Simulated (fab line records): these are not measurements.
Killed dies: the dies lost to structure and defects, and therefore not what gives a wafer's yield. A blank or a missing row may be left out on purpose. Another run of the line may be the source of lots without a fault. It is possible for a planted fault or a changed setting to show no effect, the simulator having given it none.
fab line records || flow rit-cmos
[record] {"lots": 13, "wafers": 39, "last-day": 7}
route steps=202 shown SPACER@128
lots untouched by any fault: they come from a run of this same line in which no faults occurred
start-h: hours from the record's first day to the start of the lot's first wafer shown || wait-h: hours since the lot's step before || " as in the row above || L1.1+2: several wafers, shown together as one row || - value missing, or start not given || * or withheld: withheld || < > ~ a bound
route shown NAME@n: names a module that has steps shown in the file, with the first one's number in the route || usual: average and standard deviation across the fault-free wafers || same: alike in all rows || chamber/n: place in a boat || sites: readings site by site || _std_site: how widely they spread, as a standard deviation || _edge_site: inner sites' mean taken away from outer sites' mean || radius-mm: how far each site lies from the wafer's centre || mask NAME#n: copy n || behind: the most recent tool/chamber to have shaped the wafer || hold: why the lot was held/for how many hours/how that ended || device: whichever transistor did not switch (one of n, p or np) || end of line: the route-end tests of the same wafers || step lacking rows: just its recipe || killed: the dies lost at the first sort to structure and to defects; this is not the yield of the wafer || map: shows each die of a wafer: x if killed, . if not, _ if none is there
set.NAME: the setting that was run; set.NAME@STEP: the one run at that earlier step || model.NAME: the simulator's own value behind a step, which no gauge read
steps of the route over a sample of lots; a table a step, a row a wafer
services: when a tool's chamber went out of use (start-h, in hours from the record's first day, below 0 if earlier), for how many hours, and the reason
[[steps]]
[step RIT_SPACER_CVD_03]
[recipe] {"material": "Si3N4", "target-thk-nm": 250, "temp-c": 810, "precursor": "SiH2Cl2/NH3", "time-s": 3300, "pressure-mtorr": 300, "sih2cl2-flow-sccm": 60, "nh3-flow-sccm": 150}
[usual] {"zone-power-centre-pct": "38/3.3"}
{"lot.wafer": "L381.2", "tool": "lpcvd-02", "chamber": 0, "start-h": 44.86, "wait-h": 0.0, "zone-power-centre-pct": 34}
{"lot.wafer": "L381.3", "tool": "lpcvd-02", "chamber": 0, "start-h": 44.86, "wait-h": 0.0, "zone-power-centre-pct": 35}
{"lot.wafer": "L381.4", "tool": "lpcvd-02", "chamber": 0, "start-h": 44.86, "wait-h": 0.0, "zone-power-centre-pct": 35}
{"lot.wafer": "L382.1", "tool": "lpcvd-02", "chamber": 1, "start-h": 49.91, "wait-h": 0.0, "zone-power-centre-pct": 34}
{"lot.wafer": "L382.2", "tool": "lpcvd-02", "chamber": 1, "start-h": 49.91, "wait-h": 0.0, "zone-power-centre-pct": 34}
{"lot.wafer": "L382.5", "tool": "lpcvd-02", "chamber": 1, "start-h": 49.91, "wait-h": 0.0, "zone-power-centre-pct": 33}
{"lot.wafer": "L383.1", "tool": "lpcvd-01", "chamber": 1, "start-h": 55.28, "wait-h": 0.0, "zone-power-centre-pct": 41}
{"lot.wafer": "L383.2", "tool": "lpcvd-01", "chamber": 1, "start-h": 55.28, "wait-h": 0.0, "zone-power-centre-pct": 41}
{"lot.wafer": "L383.5", "tool": "lpcvd-01", "chamber": 1, "start-h": 55.28, "wait-h": 0.0, "zone-power-centre-pct": 42}
{"lot.wafer": "L385.2", "tool": "lpcvd-01", "chamber": 1, "start-h": 64.90, "wait-h": 0.0, "zone-power-centre-pct": 42}
{"lot.wafer": "L385.4", "tool": "lpcvd-01", "chamber": 1, "start-h": 64.90, "wait-h": 0.0, "zone-power-centre-pct": 42}
{"lot.wafer": "L385.5", "tool": "lpcvd-01", "chamber": 1, "start-h": 64.90, "wait-h": 0.0, "zone-power-centre-pct": 41}
{"lot.wafer": "L387.1", "tool": "lpcvd-01", "chamber": 0, "start-h": 74.10, "wait-h": 0.2, "zone-power-centre-pct": 40}
{"lot.wafer": "L387.3", "tool": "lpcvd-01", "chamber": 0, "start-h": 74.10, "wait-h": 0.2, "zone-power-centre-pct": 40}
{"lot.wafer": "L387.4", "tool": "lpcvd-01", "chamber": 0, "start-h": 74.10, "wait-h": 0.2, "zone-power-centre-pct": 39}
{"lot.wafer": "L388.1", "tool": "lpcvd-01", "chamber": 0, "start-h": 79.39, "wait-h": 0.0, "zone-power-centre-pct": 41}
{"lot.wafer": "L388.2", "tool": "lpcvd-01", "chamber": 0, "start-h": 79.39, "wait-h": 0.0, "zone-power-centre-pct": 40}
{"lot.wafer": "L388.5", "tool": "lpcvd-01", "chamber": 0, "start-h": 79.39, "wait-h": 0.0, "zone-power-centre-pct": 40}
{"lot.wafer": "L389.1", "tool": "lpcvd-02", "chamber": 0, "start-h": 84.79, "wait-h": 0.9, "zone-power-centre-pct": 35}
{"lot.wafer": "L389.2", "tool": "lpcvd-02", "chamber": 0, "start-h": 84.79, "wait-h": 0.9, "zone-power-centre-pct": 35}
{"lot.wafer": "L389.5", "tool": "lpcvd-02", "chamber": 0, "start-h": 84.79, "wait-h": 0.9, "zone-power-centre-pct": 34}
{"lot.wafer": "L394.4", "tool": "lpcvd-01", "chamber": 1, "start-h": 110.89, "wait-h": 0.0, "zone-power-centre-pct": 41}
{"lot.wafer": "L394.5", "tool": "lpcvd-01", "chamber": 1, "start-h": 110.89, "wait-h": 0.0, "zone-power-centre-pct": 42}
{"lot.wafer": "L394.6", "tool": "lpcvd-01", "chamber": 1, "start-h": 110.89, "wait-h": 0.0, "zone-power-centre-pct": 42}
{"lot.wafer": "L398.1", "tool": "lpcvd-02", "chamber": 1, "start-h": 130.97, "wait-h": 0.0, "zone-power-centre-pct": 34}
{"lot.wafer": "L398.2", "tool": "lpcvd-02", "chamber": 1, "start-h": 130.97, "wait-h": 0.0, "zone-power-centre-pct": 34}
{"lot.wafer": "L398.6", "tool": "lpcvd-02", "chamber": 1, "start-h": 130.97, "wait-h": 0.0, "zone-power-centre-pct": 34}
{"lot.wafer": "L401.4", "tool": "lpcvd-02", "chamber": 0, "start-h": 144.07, "wait-h": 0.0, "zone-power-centre-pct": 35}
{"lot.wafer": "L401.5", "tool": "lpcvd-02", "chamber": 0, "start-h": 144.07, "wait-h": 0.0, "zone-power-centre-pct": 35}
{"lot.wafer": "L401.6", "tool": "lpcvd-02", "chamber": 0, "start-h": 144.07, "wait-h": 0.0, "zone-power-centre-pct": 35}
{"lot.wafer": "L402.1", "tool": "lpcvd-02", "chamber": 1, "start-h": 149.43, "wait-h": 0.0, "zone-power-centre-pct": 35}
{"lot.wafer": "L402.5", "tool": "lpcvd-02", "chamber": 1, "start-h": 149.43, "wait-h": 0.0, "zone-power-centre-pct": 34}
{"lot.wafer": "L402.6", "tool": "lpcvd-02", "chamber": 1, "start-h": 149.43, "wait-h": 0.0, "zone-power-centre-pct": 34}
{"lot.wafer": "L403.2", "tool": "lpcvd-02", "chamber": 0, "start-h": 153.81, "wait-h": 0.0, "zone-power-centre-pct": 34}
{"lot.wafer": "L403.5", "tool": "lpcvd-02", "chamber": 0, "start-h": 153.81, "wait-h": 0.0, "zone-power-centre-pct": 35}
{"lot.wafer": "L403.6", "tool": "lpcvd-02", "chamber": 0, "start-h": 153.81, "wait-h": 0.0, "zone-power-centre-pct": 34}
{"lot.wafer": "L404.1", "tool": "lpcvd-02", "chamber": 0, "start-h": 159.74, "wait-h": 0.4, "zone-power-centre-pct": 35}
{"lot.wafer": "L404.2", "tool": "lpcvd-02", "chamber": 0, "start-h": 159.74, "wait-h": 0.4, "zone-power-centre-pct": 34}
{"lot.wafer": "L404.3", "tool": "lpcvd-02", "chamber": 0, "start-h": 159.74, "wait-h": 0.4, "zone-power-centre-pct": 34}
[step RIT_SPACER_THK_MEAS_04]
[recipe] {"reads": "Si3N4_of_SPACER_CVD_03"}
[usual] {"SPACER_NITRIDE_THK": "249.2/2.2"}
{"lot.wafer": "L381.2", "tool": "film-metro-01", "chamber": "-", "start-h": 46.78, "wait-h": 0.0, "SPACER_NITRIDE_THK[nm]": 248.2}
{"lot.wafer": "L381.3", "tool": "film-metro-01", "chamber": "-", "start-h": 46.78, "wait-h": 0.0, "SPACER_NITRIDE_THK[nm]": 250.0}
{"lot.wafer": "L381.4", "tool": "film-metro-01", "chamber": "-", "start-h": 46.78, "wait-h": 0.0, "SPACER_NITRIDE_THK[nm]": 249.0}
{"lot.wafer": "L382.1", "tool": "film-metro-04", "chamber": "-", "start-h": 51.83, "wait-h": 0.0, "SPACER_NITRIDE_THK[nm]": 248.2}
{"lot.wafer": "L382.2", "tool": "film-metro-04", "chamber": "-", "start-h": 51.83, "wait-h": 0.0, "SPACER_NITRIDE_THK[nm]": 246.6}
{"lot.wafer": "L382.5", "tool": "film-metro-04", "chamber": "-", "start-h": 51.83, "wait-h": 0.0, "SPACER_NITRIDE_THK[nm]": 245.6}
{"lot.wafer": "L383.1", "tool": "film-metro-04", "chamber": "-", "start-h": 57.19, "wait-h": 0.0, "SPACER_NITRIDE_THK[nm]": 247.8}
{"lot.wafer": "L383.2", "tool": "film-metro-04", "chamber": "-", "start-h": 57.19, "wait-h": 0.0, "SPACER_NITRIDE_THK[nm]": 246.3}
{"lot.wafer": "L383.5", "tool": "film-metro-04", "chamber": "-", "start-h": 57.19, "wait-h": 0.0, "SPACER_NITRIDE_THK[nm]": 245.5}
{"lot.wafer": "L385.2", "tool": "film-metro-01", "chamber": "-", "start-h": 66.83, "wait-h": 0.0, "SPACER_NITRIDE_THK[nm]": 250.7}
{"lot.wafer": "L385.4", "tool": "film-metro-01", "chamber": "-", "start-h": 66.83, "wait-h": 0.0, "SPACER_NITRIDE_THK[nm]": 248.1}
{"lot.wafer": "L385.5", "tool": "film-metro-01", "chamber": "-", "start-h": 66.83, "wait-h": 0.0, "SPACER_NITRIDE_THK[nm]": 249.7}
{"lot.wafer": "L387.1", "tool": "film-metro-02", "chamber": "-", "start-h": 76.02, "wait-h": 0.0, "SPACER_NITRIDE_THK[nm]": 247.6}
{"lot.wafer": "L387.3", "tool": "film-metro-02", "chamber": "-", "start-h": 76.02, "wait-h": 0.0, "SPACER_NITRIDE_THK[nm]": 250.1}
{"lot.wafer": "L387.4", "tool": "film-metro-02", "chamber": "-", "start-h": 76.02, "wait-h": 0.0, "SPACER_NITRIDE_THK[nm]": 249.3}
{"lot.wafer": "L388.1", "tool": "film-metro-01", "chamber": "-", "start-h": 81.31, "wait-h": 0.0, "SPACER_NITRIDE_THK[nm]": 245.2}
{"lot.wafer": "L388.2", "tool": "film-metro-01", "chamber": "-", "start-h": 81.31, "wait-h": 0.0, "SPACER_NITRIDE_THK[nm]": 246.0}
{"lot.wafer": "L388.5", "tool": "film-metro-01", "chamber": "-", "start-h": 81.31, "wait-h": 0.0, "SPACER_NITRIDE_THK[nm]": 249.0}
{"lot.wafer": "L389.1", "tool": "film-metro-04", "chamber": "-", "start-h": 86.71, "wait-h": 0.0, "SPACER_NITRIDE_THK[nm]": 251.2}
{"lot.wafer": "L389.2", "tool": "film-metro-04", "chamber": "-", "start-h": 86.71, "wait-h": 0.0, "SPACER_NITRIDE_THK[nm]": 250.3}
{"lot.wafer": "L389.5", "tool": "film-metro-04", "chamber": "-", "start-h": 86.71, "wait-h": 0.0, "SPACER_NITRIDE_THK[nm]": 250.8}
{"lot.wafer": "L394.4", "tool": "film-metro-04", "chamber": "-", "start-h": 112.83, "wait-h": 0.0, "SPACER_NITRIDE_THK[nm]": 397.0}
{"lot.wafer": "L394.5", "tool": "film-metro-04", "chamber": "-", "start-h": 112.83, "wait-h": 0.0, "SPACER_NITRIDE_THK[nm]": 396.1}
{"lot.wafer": "L394.6", "tool": "film-metro-04", "chamber": "-", "start-h": 112.83, "wait-h": 0.0, "SPACER_NITRIDE_THK[nm]": 397.4}
{"lot.wafer": "L398.1", "tool": "film-metro-02", "chamber": "-", "start-h": 132.89, "wait-h": 0.0, "SPACER_NITRIDE_THK[nm]": 249.2}
{"lot.wafer": "L398.2", "tool": "film-metro-02", "chamber": "-", "start-h": 132.89, "wait-h": 0.0, "SPACER_NITRIDE_THK[nm]": 252.7}
{"lot.wafer": "L398.6", "tool": "film-metro-02", "chamber": "-", "start-h": 132.89, "wait-h": 0.0, "SPACER_NITRIDE_THK[nm]": 250.9}
{"lot.wafer": "L401.4", "tool": "film-metro-01", "chamber": "-", "start-h": 146.02, "wait-h": 0.0, "SPACER_NITRIDE_THK[nm]": 249.8}
{"lot.wafer": "L401.5", "tool": "film-metro-01", "chamber": "-", "start-h": 146.02, "wait-h": 0.0, "SPACER_NITRIDE_THK[nm]": 250.3}
{"lot.wafer": "L401.6", "tool": "film-metro-01", "chamber": "-", "start-h": 146.02, "wait-h": 0.0, "SPACER_NITRIDE_THK[nm]": 252.4}
{"lot.wafer": "L402.1", "tool": "film-metro-01", "chamber": "-", "start-h": 151.35, "wait-h": 0.0, "SPACER_NITRIDE_THK[nm]": 250.2}
{"lot.wafer": "L402.5", "tool": "film-metro-01", "chamber": "-", "start-h": 151.35, "wait-h": 0.0, "SPACER_NITRIDE_THK[nm]": 247.6}
{"lot.wafer": "L402.6", "tool": "film-metro-01", "chamber": "-", "start-h": 151.35, "wait-h": 0.0, "SPACER_NITRIDE_THK[nm]": 246.7}
{"lot.wafer": "L403.2", "tool": "film-metro-02", "chamber": "-", "start-h": 155.74, "wait-h": 0.0, "SPACER_NITRIDE_THK[nm]": 253.5}
{"lot.wafer": "L403.5", "tool": "film-metro-02", "chamber": "-", "start-h": 155.74, "wait-h": 0.0, "SPACER_NITRIDE_THK[nm]": 253.9}
{"lot.wafer": "L403.6", "tool": "film-metro-02", "chamber": "-", "start-h": 155.74, "wait-h": 0.0, "SPACER_NITRIDE_THK[nm]": 251.9}
{"lot.wafer": "L404.1", "tool": "film-metro-02", "chamber": "-", "start-h": 161.66, "wait-h": 0.0, "SPACER_NITRIDE_THK[nm]": 251.4}
{"lot.wafer": "L404.2", "tool": "film-metro-02", "chamber": "-", "start-h": 161.66, "wait-h": 0.0, "SPACER_NITRIDE_THK[nm]": 251.2}
{"lot.wafer": "L404.3", "tool": "film-metro-02", "chamber": "-", "start-h": 161.66, "wait-h": 0.0, "SPACER_NITRIDE_THK[nm]": 250.8}
[step RIT_SPACER_ETCHBACK_05]
[recipe] {"target-depth-a": 2500, "SF6_flow_sccm": 30, "CHF3_flow_sccm": 30, "target": "Si3N4", "chemistry": "SF6/CHF3", "pressure-mtorr": 40, "rf-w": 258.9, "time-s": 240, "stop-on": "SiO2"}
[usual] {"drypump-motor-current-A": "6.1/0.54", "oes-product-au": "0.845/0.011", "throttle-valve-pct": "10.27/0.17"}
{"lot.wafer": "L381.2", "tool": "rie-diel-04", "chamber": 3, "start-h": 46.83, "wait-h": 0.0, "drypump-motor-current-A": 5.3, "oes-product-au": 0.826, "rf-hours-counter-h": 35, "throttle-valve-pct": 10.43}
{"lot.wafer": "L381.3", "tool": "rie-diel-04", "chamber": 0, "start-h": 46.83, "wait-h": 0.0, "drypump-motor-current-A": 5.3, "oes-product-au": 0.843, "rf-hours-counter-h": 52, "throttle-valve-pct": 10.20}
{"lot.wafer": "L381.4", "tool": "rie-diel-04", "chamber": 3, "start-h": 46.83, "wait-h": 0.0, "drypump-motor-current-A": 5.3, "oes-product-au": 0.836, "rf-hours-counter-h": "-", "throttle-valve-pct": 10.44}
{"lot.wafer": "L382.1", "tool": "rie-diel-02", "chamber": 1, "start-h": 51.89, "wait-h": 0.1, "drypump-motor-current-A": 6.6, "oes-product-au": 0.856, "rf-hours-counter-h": 5, "throttle-valve-pct": 10.04}
{"lot.wafer": "L382.2", "tool": "rie-diel-02", "chamber": 0, "start-h": 51.89, "wait-h": 0.1, "drypump-motor-current-A": 6.6, "oes-product-au": 0.830, "rf-hours-counter-h": 120, "throttle-valve-pct": 10.23}
{"lot.wafer": "L382.5", "tool": "rie-diel-02", "chamber": 1, "start-h": 51.89, "wait-h": 0.1, "drypump-motor-current-A": 6.6, "oes-product-au": 0.841, "rf-hours-counter-h": "-", "throttle-valve-pct": 10.02}
{"lot.wafer": "L383.1", "tool": "rie-diel-03", "chamber": 1, "start-h": 57.25, "wait-h": 0.1, "drypump-motor-current-A": 6.4, "oes-product-au": 0.841, "rf-hours-counter-h": 84, "throttle-valve-pct": 10.18}
{"lot.wafer": "L383.2", "tool": "rie-diel-03", "chamber": 0, "start-h": 57.25, "wait-h": 0.1, "drypump-motor-current-A": 5.4, "oes-product-au": 0.851, "rf-hours-counter-h": 56, "throttle-valve-pct": 10.45}
{"lot.wafer": "L383.5", "tool": "rie-diel-03", "chamber": 2, "start-h": 57.25, "wait-h": 0.1, "drypump-motor-current-A": 6.6, "oes-product-au": 0.816, "rf-hours-counter-h": "-", "throttle-valve-pct": 10.53}
{"lot.wafer": "L385.2", "tool": "rie-diel-02", "chamber": 1, "start-h": 66.88, "wait-h": 0.0, "drypump-motor-current-A": 6.7, "oes-product-au": 0.866, "rf-hours-counter-h": 6, "throttle-valve-pct": 10.04}
{"lot.wafer": "L385.4", "tool": "rie-diel-02", "chamber": 3, "start-h": 66.88, "wait-h": 0.0, "drypump-motor-current-A": 5.2, "oes-product-au": 0.851, "rf-hours-counter-h": 71, "throttle-valve-pct": 10.52}
{"lot.wafer": "L385.5", "tool": "rie-diel-02", "chamber": 1, "start-h": 66.88, "wait-h": 0.0, "drypump-motor-current-A": 6.6, "oes-product-au": 0.854, "rf-hours-counter-h": "-", "throttle-valve-pct": 10.03}
{"lot.wafer": "L387.1", "tool": "rie-diel-03", "chamber": 2, "start-h": 76.08, "wait-h": 0.1, "drypump-motor-current-A": 6.6, "oes-product-au": 0.817, "rf-hours-counter-h": 116, "throttle-valve-pct": 10.53}
{"lot.wafer": "L387.3", "tool": "rie-diel-03", "chamber": 3, "start-h": 76.08, "wait-h": 0.1, "drypump-motor-current-A": 6.1, "oes-product-au": 0.830, "rf-hours-counter-h": 123, "throttle-valve-pct": 10.21}
{"lot.wafer": "L387.4", "tool": "rie-diel-03", "chamber": 1, "start-h": 76.08, "wait-h": 0.1, "drypump-motor-current-A": 6.4, "oes-product-au": 0.844, "rf-hours-counter-h": 85, "throttle-valve-pct": 10.19}
{"lot.wafer": "L388.1", "tool": "rie-diel-03", "chamber": 1, "start-h": 81.37, "wait-h": 0.1, "drypump-motor-current-A": 6.4, "oes-product-au": 0.833, "rf-hours-counter-h": 85, "throttle-valve-pct": 10.17}
{"lot.wafer": "L388.2", "tool": "rie-diel-03", "chamber": 0, "start-h": 81.37, "wait-h": 0.1, "drypump-motor-current-A": 5.4, "oes-product-au": 0.853, "rf-hours-counter-h": 56, "throttle-valve-pct": 10.46}
{"lot.wafer": "L388.5", "tool": "rie-diel-03", "chamber": 2, "start-h": 81.37, "wait-h": 0.1, "drypump-motor-current-A": 6.6, "oes-product-au": 0.826, "rf-hours-counter-h": "-", "throttle-valve-pct": 10.50}
{"lot.wafer": "L389.1", "tool": "rie-diel-02", "chamber": 0, "start-h": 86.77, "wait-h": 0.1, "drypump-motor-current-A": 6.6, "oes-product-au": 0.851, "rf-hours-counter-h": 120, "throttle-valve-pct": 10.24}
{"lot.wafer": "L389.2", "tool": "rie-diel-02", "chamber": 2, "start-h": 86.77, "wait-h": 0.1, "drypump-motor-current-A": 6.5, "oes-product-au": 0.861, "rf-hours-counter-h": 119, "throttle-valve-pct": 10.02}
{"lot.wafer": "L389.5", "tool": "rie-diel-02", "chamber": 1, "start-h": 86.77, "wait-h": 0.1, "drypump-motor-current-A": 6.7, "oes-product-au": 0.861, "rf-hours-counter-h": "-", "throttle-valve-pct": 10.03}
{"lot.wafer": "L394.4", "tool": "rie-diel-02", "chamber": 3, "start-h": 112.86, "wait-h": 0.0, "drypump-motor-current-A": 5.3, "oes-product-au": 1.030, "rf-hours-counter-h": 72, "throttle-valve-pct": 10.57}
{"lot.wafer": "L394.5", "tool": "rie-diel-02", "chamber": 2, "start-h": 112.86, "wait-h": 0.0, "drypump-motor-current-A": 6.5, "oes-product-au": 1.034, "rf-hours-counter-h": "-", "throttle-valve-pct": 10.08}
{"lot.wafer": "L394.6", "tool": "rie-diel-02", "chamber": 1, "start-h": 112.86, "wait-h": 0.0, "drypump-motor-current-A": 6.7, "oes-product-au": 1.035, "rf-hours-counter-h": "-", "throttle-valve-pct": 10.09}
{"lot.wafer": "L398.1", "tool": "rie-diel-02", "chamber": 1, "start-h": 132.95, "wait-h": 0.1, "drypump-motor-current-A": 6.6, "oes-product-au": 0.853, "rf-hours-counter-h": 7, "throttle-valve-pct": 10.03}
{"lot.wafer": "L398.2", "tool": "rie-diel-02", "chamber": 0, "start-h": 132.95, "wait-h": 0.1, "drypump-motor-current-A": 6.6, "oes-product-au": 0.853, "rf-hours-counter-h": 121, "throttle-valve-pct": 10.25}
{"lot.wafer": "L398.6", "tool": "rie-diel-02", "chamber": 1, "start-h": 132.95, "wait-h": 0.1, "drypump-motor-current-A": 6.6, "oes-product-au": 0.852, "rf-hours-counter-h": "-", "throttle-valve-pct": 10.03}
{"lot.wafer": "L401.4", "tool": "rie-diel-04", "chamber": 3, "start-h": 146.05, "wait-h": 0.0, "drypump-motor-current-A": 5.3, "oes-product-au": 0.838, "rf-hours-counter-h": 37, "throttle-valve-pct": 10.42}
{"lot.wafer": "L401.5", "tool": "rie-diel-04", "chamber": 3, "start-h": 146.05, "wait-h": 0.0, "drypump-motor-current-A": 5.3, "oes-product-au": 0.838, "rf-hours-counter-h": "-", "throttle-valve-pct": 10.42}
{"lot.wafer": "L401.6", "tool": "rie-diel-04", "chamber": 2, "start-h": 146.05, "wait-h": 0.0, "drypump-motor-current-A": 6.3, "oes-product-au": 0.834, "rf-hours-counter-h": "-", "throttle-valve-pct": 10.31}
{"lot.wafer": "L402.1", "tool": "rie-diel-04", "chamber": 2, "start-h": 151.41, "wait-h": 0.1, "drypump-motor-current-A": 6.3, "oes-product-au": 0.838, "rf-hours-counter-h": 142, "throttle-valve-pct": 10.34}
{"lot.wafer": "L402.5", "tool": "rie-diel-04", "chamber": 1, "start-h": 151.41, "wait-h": 0.1, "drypump-motor-current-A": 5.6, "oes-product-au": 0.851, "rf-hours-counter-h": "-", "throttle-valve-pct": 10.32}
{"lot.wafer": "L402.6", "tool": "rie-diel-04", "chamber": 0, "start-h": 151.41, "wait-h": 0.1, "drypump-motor-current-A": 5.3, "oes-product-au": 0.839, "rf-hours-counter-h": "-", "throttle-valve-pct": 10.20}
{"lot.wafer": "L403.2", "tool": "rie-diel-04", "chamber": 2, "start-h": 155.79, "wait-h": 0.0, "drypump-motor-current-A": 6.3, "oes-product-au": 0.844, "rf-hours-counter-h": 142, "throttle-valve-pct": 10.33}
{"lot.wafer": "L403.5", "tool": "rie-diel-04", "chamber": 0, "start-h": 155.79, "wait-h": 0.0, "drypump-motor-current-A": 5.4, "oes-product-au": 0.857, "rf-hours-counter-h": "-", "throttle-valve-pct": 10.19}
{"lot.wafer": "L403.6", "tool": "rie-diel-04", "chamber": 1, "start-h": 155.79, "wait-h": 0.0, "drypump-motor-current-A": 5.6, "oes-product-au": 0.857, "rf-hours-counter-h": "-", "throttle-valve-pct": 10.33}
{"lot.wafer": "L404.1", "tool": "rie-diel-03", "chamber": 1, "start-h": 161.72, "wait-h": 0.1, "drypump-motor-current-A": 6.4, "oes-product-au": 0.849, "rf-hours-counter-h": 87, "throttle-valve-pct": 10.18}
{"lot.wafer": "L404.2", "tool": "rie-diel-03", "chamber": 0, "start-h": 161.72, "wait-h": 0.1, "drypump-motor-current-A": 5.5, "oes-product-au": 0.864, "rf-hours-counter-h": 58, "throttle-valve-pct": 10.46}
{"lot.wafer": "L404.3", "tool": "rie-diel-03", "chamber": 2, "start-h": 161.72, "wait-h": 0.1, "drypump-motor-current-A": 6.6, "oes-product-au": 0.831, "rf-hours-counter-h": 118, "throttle-valve-pct": 10.52}
[[services]]
{"tool": "lpcvd-02", "chamber": "-", "start-h": 22.19, "hours": 6.1, "kind": "pm"}
{"tool": "rie-diel-02", "chamber": 3, "start-h": 24.21, "hours": 5.2, "kind": "repair"}
{"tool": "rie-diel-04", "chamber": 1, "start-h": 28.25, "hours": 9.1, "kind": "repair"}
{"tool": "rie-diel-04", "chamber": 3, "start-h": 29.67, "hours": 4.2, "kind": "repair"}
{"tool": "rie-diel-04", "chamber": 1, "start-h": 37.36, "hours": "-", "kind": "clean"}
{"tool": "rie-diel-04", "chamber": 1, "start-h": 37.36, "hours": 24.8, "kind": "scheduled-down"}
{"tool": "rie-diel-04", "chamber": 1, "start-h": 37.36, "hours": 24.8, "kind": "vent-cycle"}
{"tool": "rie-diel-03", "chamber": 1, "start-h": 50.38, "hours": 4.1, "kind": "repair"}
{"tool": "rie-diel-02", "chamber": 2, "start-h": 98.30, "hours": 5.0, "kind": "repair"}
{"tool": "rie-diel-03", "chamber": 3, "start-h": 113.34, "hours": 2.7, "kind": "repair"}
{"tool": "rie-diel-04", "chamber": 3, "start-h": 121.15, "hours": 6.7, "kind": "repair"}
{"tool": "rie-diel-03", "chamber": 3, "start-h": 140.74, "hours": 14.5, "kind": "repair"}
{"tool": "rie-diel-02", "chamber": "-", "start-h": 145.14, "hours": 2.8, "kind": "pm"}
{"tool": "lpcvd-02", "chamber": "-", "start-h": 145.99, "hours": 2.8, "kind": "pm"}
[[key]]
[first-sign] {"step": "RIT_SPACER_THK_MEAS_04", "reading": "SPACER_NITRIDE_THK", "direction": "up", "sigmas": 66, "usual": 249.2, "struck": 396.9}
[effect] {"step": "RIT_SPACER_ETCHBACK_05", "reading": "oes-product-au", "direction": "up", "sigmas": 17, "usual": 0.845, "struck": 1.033}
met-at RIT_SPACER_CVD_03
struck-lots L394
struck-wafers L394.4,L394.5,L394.6
later-rows-left-out L394.4,L394.5,L394.6
sort-left-out L394.4,L394.5,L394.6
tester-left-out L394
onset-between 64.90 110.89
[fault] {"kind": "process-parameter-drift", "tool": "lpcvd-01", "chamber": 1, "onset-h": 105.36, "steps": "RIT_SPACER_CVD_03", "channel": "target-thk-nm", "offset": 149.27, "shape": "step", "end-h": 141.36, "acts-in": "these-recipes-only", "stated": 250}
// tester-left-out: of these lots the tester's yield and bins aren't shown, on N5 and GAA mostly nor the transistor test; their killed dies are dies lost to structure and defects alone, not to doping, threshold or leakage, so they don't give the yield
// sort-left-out: the simulated sort isn't trusted on such a fault, so these wafers' sort isn't shown, and their yield isn't known
// later-rows-left-out: the simulator's readings of these wafers behind a module that went badly wrong aren't trusted and aren't shown, but for the sort
